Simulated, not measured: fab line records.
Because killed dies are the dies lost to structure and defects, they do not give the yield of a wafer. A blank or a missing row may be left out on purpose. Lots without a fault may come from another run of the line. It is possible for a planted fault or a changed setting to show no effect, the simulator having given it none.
fab line records ; flow ritCmos
[record] lots = 14; wafers = 42; lastDay = 8
route steps=202 shown SPACER@130 M1@202
lots that met no fault: taken from a fault-free run of the same line
startH: hours from the record's opening day to when the first of the lot's shown wafers began ; waitH: how many hours have passed since the lot's step before this one ; " unchanged from the row above ; L1.1+2: several wafers, shown together as one row ; - value missing, or start not given ; * or withheld: withheld ; < > ~ a bound
route shown NAME@n: names a module that has steps shown in the file, with the first one's number in the route ; usual: mean/standard deviation of fault-free wafers ; same: alike in all rows ; chamber/n: place in a boat ; sites: per-site readings ; _std_site: their standard deviation ; _edge_site: inner sites' mean taken away from outer sites' mean ; radiusMm: for every site, how far away it sits from the centre of the wafer ; mask NAME#n: copy n ; behind: the last tool/chamber to shape the wafer ; hold: what put the lot on hold/how long, in hours/how the hold closed ; device: the transistor (n, p or np) that didn't switch ; end of line: tests of these same wafers at the route's end ; where a step has no rows: the recipe by itself ; killed: count of dies lost to structure and defects at first sort (not the wafer's yield) ; map: the dies of a wafer, with x for killed, . for not killed, _ for no die there
set.NAME: the setting that was run; set.NAME@STEP: the one run at that earlier step ; model.NAME: the simulator's own value behind a step, which no gauge read
steps of the route over a sample of lots; a table a step, a row a wafer
services: from which hour (startH, from the record's first day; less than 0 if before it) a tool's chamber was out of use, for how many hours, and why
[[steps]]
[step RIT_SPACER_ETCHBACK_05]
[recipe] targetDepthA = 2500; SF6_flow_sccm = 30; CHF3_flow_sccm = 30; target = Si3N4; chemistry = SF6/CHF3; pressureMtorr = 40; rfW = 250; timeS = 240; stopOn = SiO2
[usual] drypumpMotorCurrentA = 5.9/0.42; oesProductAu = 0.847/0.015; throttleValvePct = 10.27/0.21
lot.wafer;tool;chamber;startH;waitH;drypumpMotorCurrentA;oesProductAu;rfHoursCounterH;throttleValvePct
L959.3;rieDiel-01;1;56.76;0.0;6.2;0.839;30;10.44
L959.5;rieDiel-01;0;56.76;0.0;6.1;0.848;-;10.55
L959.6;rieDiel-01;1;56.76;0.0;6.2;0.845;-;10.42
L960.1;rieDiel-02;3;62.69;0.1;5.7;0.852;137;10.07
L960.3;rieDiel-02;2;62.69;0.1;6.1;0.850;100;10.49
L960.6;rieDiel-02;2;62.69;0.1;6.1;0.875;-;10.47
L961.1;rieDiel-03;2;66.45;0.1;5.7;0.857;144;10.50
L961.2;rieDiel-03;0;66.45;0.1;6.5;0.827;1;10.12
L961.5;rieDiel-03;0;66.45;0.1;6.5;0.833;-;10.08
L962.3;rieDiel-02;1;68.96;0.0;6.5;0.856;21;10.10
L962.4;rieDiel-02;1;68.96;0.0;6.5;0.838;-;10.09
L962.6;rieDiel-02;3;68.96;0.0;5.8;0.862;-;10.07
L963.2;rieDiel-02;2;75.86;0.0;6.1;0.866;100;10.47
L963.5;rieDiel-02;0;75.86;0.0;5.5;0.862;-;10.43
L963.6;rieDiel-02;3;75.86;0.0;5.8;0.865;-;10.07
L964.3;rieDiel-02;2;86.49;0.0;6.1;0.866;100;10.49
L964.5;rieDiel-02;1;86.49;0.0;6.5;0.854;-;10.12
L964.6;rieDiel-02;0;86.49;0.0;5.5;0.855;-;10.46
L965.1;rieDiel-02;2;94.56;0.1;6.1;0.858;100;10.49
L965.2;rieDiel-02;0;94.56;0.1;5.5;0.857;110;10.45
L965.6;rieDiel-02;1;94.56;0.1;6.5;0.853;-;10.10
L966.1;rieDiel-03;0;94.81;0.1;6.4;0.837;2;10.10
L966.3;rieDiel-03;1;94.81;0.1;6.0;0.841;161;9.93
L966.5;rieDiel-03;1;94.81;0.1;6.0;0.835;-;9.92
L968.3;rieDiel-03;2;106.61;0.0;5.8;0.854;145;10.51
L968.5;rieDiel-03;3;106.61;0.0;5.7;0.828;-;10.37
L968.6;rieDiel-03;2;106.61;0.0;5.8;0.861;-;10.52
L969.1;rieDiel-03;0;118.17;0.1;6.5;0.749;2;10.07
L969.3;rieDiel-03;2;118.17;0.1;5.7;0.796;145;10.49
L969.4;rieDiel-03;2;118.17;0.1;5.7;0.813;-;10.51
L971.1;rieDiel-03;1;130.57;0.1;6.0;0.768;0;9.90
L971.3;rieDiel-03;0;130.57;0.1;6.5;0.747;3;10.10
L971.5;rieDiel-03;3;130.57;0.1;5.7;0.754;-;10.33
L979.1;rieDiel-02;3;163.05;0.1;5.8;0.865;138;10.08
L979.5;rieDiel-02;2;163.05;0.1;6.1;0.870;-;10.50
L979.6;rieDiel-02;3;163.05;0.1;5.7;0.869;-;10.07
L978.2;rieDiel-01;0;165.73;0.0;6.1;0.853;94;10.55
L978.4;rieDiel-01;1;165.73;0.0;6.2;0.839;-;10.43
L978.5;rieDiel-01;0;165.73;0.0;6.1;0.844;-;10.54
L982.3;rieDiel-01;2;170.98;0.0;5.4;0.849;5;9.98
L982.4;rieDiel-01;1;170.98;0.0;6.2;0.846;-;10.43
L982.6;rieDiel-01;2;170.98;0.0;5.4;0.841;-;9.99
[step RIT_M1_PROBE_99]
[usual] killedAtContacts = 0.1/0.28; killedAtFrontEnd = 7.1/2.8; killedDies = 7.1/2.9; killedOnRim = 1.9/1.5; killedOpen = 3.4/2; killedShort = 3.6/2.1
[same] grossDies = 264; killed_at_M0_to_M3 = 0; killed_at_M4_up = 0; killedAtBackSide = 0; killedAtOther = 0
lot.wafer;tool;chamber;startH;waitH;hold;killedAtContacts;killedAtFrontEnd;killedDies;killedOnRim;killedOpen;killedShort
L959.3;prober-02;-;68.45;0.2;-;0;6;6;0;4;2
L959.5;prober-02;-;68.55;0.2;-;1;7;8;1;6;2
L959.6;prober-02;-;68.60;0.2;-;0;8;8;0;8;0
L960.1;prober-01;-;73.79;0.1;-;0;5;5;1;2;3
L960.3;prober-01;-;73.89;0.2;-;1;8;9;2;6;3
L960.6;prober-01;-;74.04;0.2;-;0;8;8;0;2;6
L961.1;prober-02;-;77.60;0.1;-;0;10;10;1;5;5
L961.2;prober-02;-;77.65;0.1;-;0;15;15;1;7;8
L961.5;prober-02;-;77.80;0.2;-;0;13;13;4;6;7
L962.3;prober-01;-;80.33;0.2;-;0;2;2;0;2;0
L962.4;prober-01;-;80.38;0.2;-;0;6;6;2;3;3
L962.6;prober-01;-;80.48;0.2;-;0;11;11;2;4;7
L963.2;prober-02;-;87.64;0.1;-;0;3;3;1;0;3
L963.5;prober-02;-;87.79;0.2;-;0;11;11;3;8;3
L963.6;prober-02;-;87.84;0.2;-;0;7;7;3;4;3
L964.3;prober-01;-;97.67;0.2;-;0;8;8;4;3;5
L964.5;prober-01;-;97.77;0.2;-;0;3;3;1;2;1
L964.6;prober-01;-;97.82;0.2;-;0;8;8;4;5;3
L965.1;prober-02;-;105.67;0.1;-;0;7;7;3;3;4
L965.2;prober-02;-;105.72;0.1;-;0;7;7;0;3;4
L965.6;prober-02;-;105.92;0.2;-;0;10;10;2;4;6
L966.1;prober-01;-;107.17;0.1;-;0;9;9;2;3;6
L966.3;prober-01;-;107.27;0.2;-;0;8;8;1;3;3
L966.5;prober-01;-;107.37;0.2;-;0;3;3;0;3;0
L968.3;prober-01;-;118.97;0.2;-;0;8;8;2;1;6
L968.5;prober-01;-;119.07;0.2;-;1;3;4;1;1;1
L968.6;prober-01;-;119.12;0.2;-;0;8;8;2;5;2
L969.1;prober-02;-;129.46;0.1;awaitDispo/2.5h/scrap;0;264;264;70;2;2
L969.3;prober-02;-;129.56;0.2;awaitDispo/2.5h/scrap;0;264;264;70;2;1
L969.4;prober-02;-;129.61;0.2;awaitDispo/2.5h/scrap;0;264;264;70;4;2
L971.1;prober-02;-;141.64;0.1;awaitDispo/10.9h/scrap;0;264;264;70;4;2
L971.3;prober-02;-;141.74;0.2;awaitDispo/10.9h/scrap;0;264;264;70;6;7
L971.5;prober-02;-;141.84;0.2;awaitDispo/10.9h/scrap;0;264;264;70;2;6
L979.1;prober-01;-;175.00;0.1;-;0;8;8;0;2;6
L979.5;prober-01;-;175.20;0.2;-;0;7;7;3;4;3
L979.6;prober-01;-;175.25;0.2;-;0;3;3;0;0;3
L978.2;prober-02;-;177.50;0.1;-;0;11;11;1;7;4
L978.4;prober-02;-;177.60;0.2;-;0;9;9;1;3;6
L978.5;prober-02;-;177.65;0.2;-;0;11;11;4;6;5
L982.3;prober-01;-;182.61;0.2;-;0;6;6;1;3;3
L982.4;prober-01;-;182.66;0.2;-;0;7;7;1;5;2
L982.6;prober-01;-;182.76;0.2;-;0;5;5;0;4;1
// killed by level:class
L959.3 GATE:geometricParticle:open=2 FOX1:geometricParticle:open=1 GATE:geometricParticle:short=1 SPACER:geometricParticle:open=1 SILICIDE:geometricParticle:short=1
L959.5 FOX1:geometricParticle:open=2 GATE:geometricParticle:open=2 GATE:geometricParticle:short=1 REOX:geometricParticle:short=1 SPACER:geometricParticle:open=1 CONTACT:geometricParticle:open=1
L959.6 GATE:geometricParticle:open=4 FOX1:geometricParticle:open=1 FOX2:geometricParticle:open=1 REOX:geometricParticle:open=1 SILICIDE:geometricParticle:open=1
L960.1 FOX1:geometricParticle:short=1 FOX2:geometricParticle:open=1 GATE:geometricParticle:short=1 REOX:geometricParticle:open=1 SILICIDE:geometricParticle:short=1
L960.3 FOX2:geometricParticle:open=2 FOX2:geometricParticle:short=1 GATE:geometricParticle:short=1 GATE:geometricParticle:open=1 REOX:geometricParticle:short=1 SPACER:geometricParticle:open=1 SILICIDE:geometricParticle:open=1 CONTACT:geometricParticle:open=1
L960.6 GATE:geometricParticle:short=4 SPACER:geometricParticle:open=2 SPACER:geometricParticle:short=1 SILICIDE:geometricParticle:short=1
L961.1 SPACER:geometricParticle:short=3 SPACER:geometricParticle:open=2 FOX2:geometricParticle:short=1 FOX2:geometricParticle:open=1 REOX:geometricParticle:open=1 REOX:geometricParticle:short=1 SILICIDE:geometricParticle:open=1
L961.2 GATE:geometricParticle:open=5 SILICIDE:geometricParticle:short=4 FOX1:geometricParticle:short=1 FOX2:geometricParticle:short=1 FOX2:geometricParticle:open=1 REOX:geometricParticle:short=1 REOX:geometricParticle:open=1 SPACER:geometricParticle:short=1
L961.5 GATE:geometricParticle:open=4 GATE:geometricParticle:short=3 FOX1:geometricParticle:short=2 REOX:geometricParticle:short=2 FOX1:geometricParticle:open=1 SILICIDE:geometricParticle:open=1
L962.3 FOX1:geometricParticle:open=1 SPACER:geometricParticle:open=1
L962.4 GATE:geometricParticle:short=3 FOX1:geometricParticle:open=1 GATE:geometricParticle:open=1 SPACER:geometricParticle:open=1
L962.6 GATE:geometricParticle:short=6 GATE:geometricParticle:open=3 FOX1:geometricParticle:open=1 REOX:geometricParticle:short=1
L963.2 FOX2:geometricParticle:short=1 GATE:geometricParticle:short=1 SPACER:geometricParticle:short=1
L963.5 FOX2:geometricParticle:open=4 SPACER:geometricParticle:open=2 SILICIDE:geometricParticle:open=2 FOX2:geometricParticle:short=1 GATE:geometricParticle:short=1 SILICIDE:geometricParticle:short=1
L963.6 FOX1:geometricParticle:open=2 GATE:geometricParticle:open=2 FOX1:geometricParticle:short=1 GATE:geometricParticle:short=1 SILICIDE:geometricParticle:short=1
L964.3 FOX1:geometricParticle:short=3 REOX:geometricParticle:open=2 FOX2:geometricParticle:short=1 SPACER:geometricParticle:open=1 SILICIDE:geometricParticle:short=1
L964.5 GATE:geometricParticle:open=2 REOX:geometricParticle:short=1
L964.6 SPACER:geometricParticle:open=3 REOX:geometricParticle:short=2 FOX1:geometricParticle:open=1 GATE:geometricParticle:open=1 SPACER:geometricParticle:short=1
L965.1 GATE:geometricParticle:short=3 GATE:geometricParticle:open=3 REOX:geometricParticle:short=1
L965.2 GATE:geometricParticle:short=3 FOX2:geometricParticle:short=1 GATE:geometricParticle:open=1 SPACER:geometricParticle:open=1 SILICIDE:geometricParticle:open=1
L965.6 GATE:geometricParticle:short=2 GATE:geometricParticle:open=2 FOX1:geometricParticle:short=1 FOX1:geometricParticle:open=1 FOX2:geometricParticle:short=1 REOX:geometricParticle:short=1 SPACER:geometricParticle:short=1 SILICIDE:geometricParticle:open=1
L966.1 GATE:geometricParticle:short=5 GATE:geometricParticle:open=2 REOX:geometricParticle:short=1 REOX:geometricParticle:open=1
L966.3 GATE:geometricParticle:short=3 GATE:geometricParticle:open=2 NWELL:coatMicrobubblePrinted=2 SPACER:geometricParticle:open=1
L966.5 GATE:geometricParticle:open=2 SPACER:geometricParticle:open=1
L968.3 FOX2:geometricParticle:short=2 SPACER:geometricParticle:short=2 FOX1:geometricParticle:short=1 GATE:geometricParticle:short=1 SILICIDE:geometricParticle:open=1 NSD:coatMicrobubblePrinted=1
L968.5 NSD:coatMicrobubblePrinted=2 SPACER:geometricParticle:open=1 CONTACT:geometricParticle:short=1
L968.6 FOX1:geometricParticle:open=2 FOX2:geometricParticle:open=1 REOX:geometricParticle:open=1 REOX:geometricParticle:short=1 SPACER:geometricParticle:open=1 SPACER:geometricParticle:short=1 NSD:coatMicrobubblePrinted=1
L969.1 SPACER:areaEtchback=260 GATE:geometricParticle:open=2 SPACER:geometricParticle:short=2
L969.3 SPACER:areaEtchback=261 GATE:geometricParticle:open=2 SPACER:geometricParticle:short=1
L969.4 SPACER:areaEtchback=258 GATE:geometricParticle:open=2 FOX2:geometricParticle:short=1 REOX:geometricParticle:open=1 SPACER:geometricParticle:open=1 SPACER:geometricParticle:short=1
L971.1 SPACER:areaEtchback=258 GATE:geometricParticle:open=3 FOX1:geometricParticle:short=2 SPACER:geometricParticle:open=1
L971.3 SPACER:areaEtchback=251 FOX1:geometricParticle:short=3 GATE:geometricParticle:open=3 GATE:geometricParticle:short=2 REOX:geometricParticle:open=2 FOX1:geometricParticle:open=1 REOX:geometricParticle:short=1 SILICIDE:geometricParticle:short=1
L971.5 SPACER:areaEtchback=256 FOX1:geometricParticle:short=4 REOX:geometricParticle:short=2 GATE:geometricParticle:open=1 SPACER:geometricParticle:open=1
L979.1 GATE:geometricParticle:short=3 FOX2:geometricParticle:short=2 GATE:geometricParticle:open=1 REOX:geometricParticle:open=1 REOX:geometricParticle:short=1
L979.5 GATE:geometricParticle:open=2 FOX2:geometricParticle:open=1 FOX2:geometricParticle:short=1 GATE:geometricParticle:short=1 REOX:geometricParticle:open=1 SILICIDE:geometricParticle:short=1
L979.6 GATE:geometricParticle:short=2 SILICIDE:geometricParticle:short=1
L978.2 GATE:geometricParticle:open=3 GATE:geometricParticle:short=3 SILICIDE:geometricParticle:open=3 FOX1:geometricParticle:open=1 FOX2:geometricParticle:short=1
L978.4 GATE:geometricParticle:short=4 GATE:geometricParticle:open=3 FOX2:geometricParticle:short=1 SPACER:geometricParticle:short=1
L978.5 GATE:geometricParticle:short=4 GATE:geometricParticle:open=3 SPACER:geometricParticle:open=2 FOX2:geometricParticle:open=1 SILICIDE:geometricParticle:short=1
L982.3 SPACER:geometricParticle:short=2 SPACER:geometricParticle:open=2 FOX1:geometricParticle:open=1 GATE:geometricParticle:short=1
L982.4 GATE:geometricParticle:open=3 FOX2:geometricParticle:open=2 FOX1:geometricParticle:short=1 SILICIDE:geometricParticle:short=1
L982.6 SPACER:geometricParticle:open=3 FOX2:geometricParticle:open=1 GATE:geometricParticle:short=1
[[services]]
tool;chamber;startH;hours;kind
rieDiel-02;0;61.71;13.8;repair
rieDiel-01;2;72.70;12.5;repair
rieDiel-01;1;72.79;3.0;repair
rieDiel-03;-;86.39;1.6;repair
rieDiel-03;3;89.75;6.1;repair
rieDiel-03;-;91.46;0.5;repair
rieDiel-03;1;99.35;-;clean
rieDiel-03;1;99.35;19.9;scheduledDown
rieDiel-03;1;99.35;19.9;ventCycle
rieDiel-02;2;118.60;12.6;repair
rieDiel-02;-;122.05;0.5;repair
rieDiel-01;-;129.44;4.3;pm
rieDiel-01;0;137.90;23.8;repair
rieDiel-01;3;165.38;-;clean
rieDiel-02;2;165.60;6.9;repair
rieDiel-02;-;166.32;2.8;pm
[[key]]
[firstSign] step = RIT_SPACER_ETCHBACK_05; reading = oesProductAu; direction = down; sigmas = 5.2; usual = 0.847; struck = 0.771
[effect] step = RIT_M1_PROBE_99; reading = killedAtFrontEnd; direction = up; sigmas = 91; usual = 7.1; struck = 264
[moreKillsBornAt] RIT_SPACER_ETCHBACK_05@rieDiel-03 = 1544
metAt RIT_SPACER_ETCHBACK_05
struckLots L969,L971
laterRowsLeftOut L969.1,L969.3,L969.4,L971.1,L971.3,L971.5
testerLeftOut L969,L971
onsetBetween 106.61 118.17
[fault] kind = processParameterDrift; tool = rieDiel-03; chamber = -; onsetH = 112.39; steps = RIT_SPACER_ETCHBACK_05; channel = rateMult; offset = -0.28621; shape = step; endH = 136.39
// testerLeftOut: of these lots the tester's yield and bins aren't shown, on N5 and GAA mostly nor the transistor test; their killed dies are dies lost to structure and defects alone, not to doping, threshold or leakage, so they don't give the yield
// laterRowsLeftOut: the simulator's readings of these wafers behind a module that went badly wrong aren't trusted and aren't shown, but for the sort
